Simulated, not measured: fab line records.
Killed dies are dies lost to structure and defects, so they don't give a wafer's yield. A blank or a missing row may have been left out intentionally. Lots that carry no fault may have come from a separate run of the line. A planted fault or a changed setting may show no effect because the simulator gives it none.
Which tool is to blame? / flow ritCmos / Sampling: 14 lots, 42 wafers, 2 of 202 route steps

WHAT THE GAUGES SHOWED, per wafer
RIT_NSD_TW_MEAS_10.
lot=L313; measured=day 3 00:47; on=filmMetro-04; NSD_TW=3110 3116 3124
lot=L314; measured=day 3 05:53; on=filmMetro-01; NSD_TW=3035 3024 3020
lot=L315; measured=day 3 10:41; on=filmMetro-01; NSD_TW=3022 3034 3021
lot=L316; measured=day 3 18:52; on=filmMetro-04; NSD_TW=3154 3118 3126
lot=L317; measured=day 3 20:44; on=filmMetro-02; NSD_TW=3127 3144 3138
lot=L319; measured=day 4 06:03; on=filmMetro-04; NSD_TW=3151 3138 3138
lot=L320; measured=day 4 10:00; on=filmMetro-04; NSD_TW=3145 3143 3147
lot=L324; measured=day 5 06:23; on=filmMetro-02; NSD_TW=3135 3139 3127
lot=L325; measured=day 5 13:17; on=filmMetro-02; NSD_TW=3144 3138 3135
lot=L329; measured=day 6 06:47; on=filmMetro-04; NSD_TW=3145 3145 3125
lot=L332; measured=day 6 23:04; on=filmMetro-01; NSD_TW=3044 3042 3047
lot=L333; measured=day 7 04:06; on=filmMetro-01; NSD_TW=3044 3035 3028
lot=L335; measured=day 7 12:37; on=filmMetro-01; NSD_TW=3043 3042 3051
lot=L336; measured=day 7 20:14; on=filmMetro-01; NSD_TW=3026 3042 3056

EACH LOT AND THE TOOL THAT RAN IT (in order: tool; ch and the chambers of the sampled wafers; start)
lot=L313; RIT_PLDD_STRIP_09=plasmaAsher-01 ch 0,1, day 2 20:36
lot=L314; RIT_PLDD_STRIP_09=plasmaAsher-01 ch 0,1, day 3 01:47
lot=L315; RIT_PLDD_STRIP_09=plasmaAsher-02 ch 0,1, day 3 06:00
lot=L316; RIT_PLDD_STRIP_09=plasmaAsher-04 ch 0,1, day 3 14:35
lot=L317; RIT_PLDD_STRIP_09=plasmaAsher-04 ch 0,1, day 3 16:16
lot=L319; RIT_PLDD_STRIP_09=plasmaAsher-02 ch 0,1, day 4 01:55
lot=L320; RIT_PLDD_STRIP_09=plasmaAsher-04 ch 0,1, day 4 05:47
lot=L324; RIT_PLDD_STRIP_09=plasmaAsher-01 ch 0,1, day 5 02:17
lot=L325; RIT_PLDD_STRIP_09=plasmaAsher-02 ch 0,1, day 5 09:04
lot=L329; RIT_PLDD_STRIP_09=plasmaAsher-02 ch 1, day 6 02:25
lot=L332; RIT_PLDD_STRIP_09=plasmaAsher-01 ch 0,1, day 6 18:51
lot=L333; RIT_PLDD_STRIP_09=plasmaAsher-02 ch 0,1, day 6 23:20
lot=L335; RIT_PLDD_STRIP_09=plasmaAsher-02 ch 0,1, day 7 08:32
lot=L336; RIT_PLDD_STRIP_09=plasmaAsher-02 ch 0,1, day 7 16:08
- RIT_PLDD_STRIP_09: strips in O2, time 180 s.

WHAT THE TOOLS THEMSELVES READ (means of the sampled wafers that have a number; where no wafer has one, the mark that the record gives instead)
RIT_PLDD_STRIP_09.
lot=L313; tool=plasmaAsher-01; drypumpMotorCurrentA (A)=5.9
lot=L314; tool=plasmaAsher-01; drypumpMotorCurrentA (A)=5.9
lot=L315; tool=plasmaAsher-02; drypumpMotorCurrentA (A)=5.3
lot=L316; tool=plasmaAsher-04; drypumpMotorCurrentA (A)=5.8
lot=L317; tool=plasmaAsher-04; drypumpMotorCurrentA (A)=5.8
lot=L319; tool=plasmaAsher-02; drypumpMotorCurrentA (A)=5.7
lot=L320; tool=plasmaAsher-04; drypumpMotorCurrentA (A)=5.8
lot=L324; tool=plasmaAsher-01; drypumpMotorCurrentA (A)=5.9
lot=L325; tool=plasmaAsher-02; drypumpMotorCurrentA (A)=5.3
lot=L329; tool=plasmaAsher-02; drypumpMotorCurrentA (A)=4.9
lot=L332; tool=plasmaAsher-01; drypumpMotorCurrentA (A)=5.9
lot=L333; tool=plasmaAsher-02; drypumpMotorCurrentA (A)=5.3
lot=L335; tool=plasmaAsher-02; drypumpMotorCurrentA (A)=5.7
lot=L336; tool=plasmaAsher-02; drypumpMotorCurrentA (A)=5.3

THE ANSWER, worked out from the rows above alone
Rule: the usual values come from the lots themselves. The widest of any qualifying gaps counts: lots, ordered by their means at a reading, are off when they make up no more than a third of the lots, leave a main group of 4 or more, and stand apart from it by 3 or more times the standard deviation of that group's means. A main group whose means are all the same, to the digits that the tables above print for the reading, isn't used. Also off: a lot with no number at a reading for which 4 or more lots have one. All remaining lots with rows at the step are treated as sound. The gauges are gone through in route order, then the tools' own readings, and for those a lot's mean is taken as printed above. At the first step where some lot is off, the reading lying furthest off is the one used; lots without a number count as furthest.
No lot is off on any of the readings shown, so nothing can be concluded from this.

WHAT THE SIMULATOR HAD INSERTED
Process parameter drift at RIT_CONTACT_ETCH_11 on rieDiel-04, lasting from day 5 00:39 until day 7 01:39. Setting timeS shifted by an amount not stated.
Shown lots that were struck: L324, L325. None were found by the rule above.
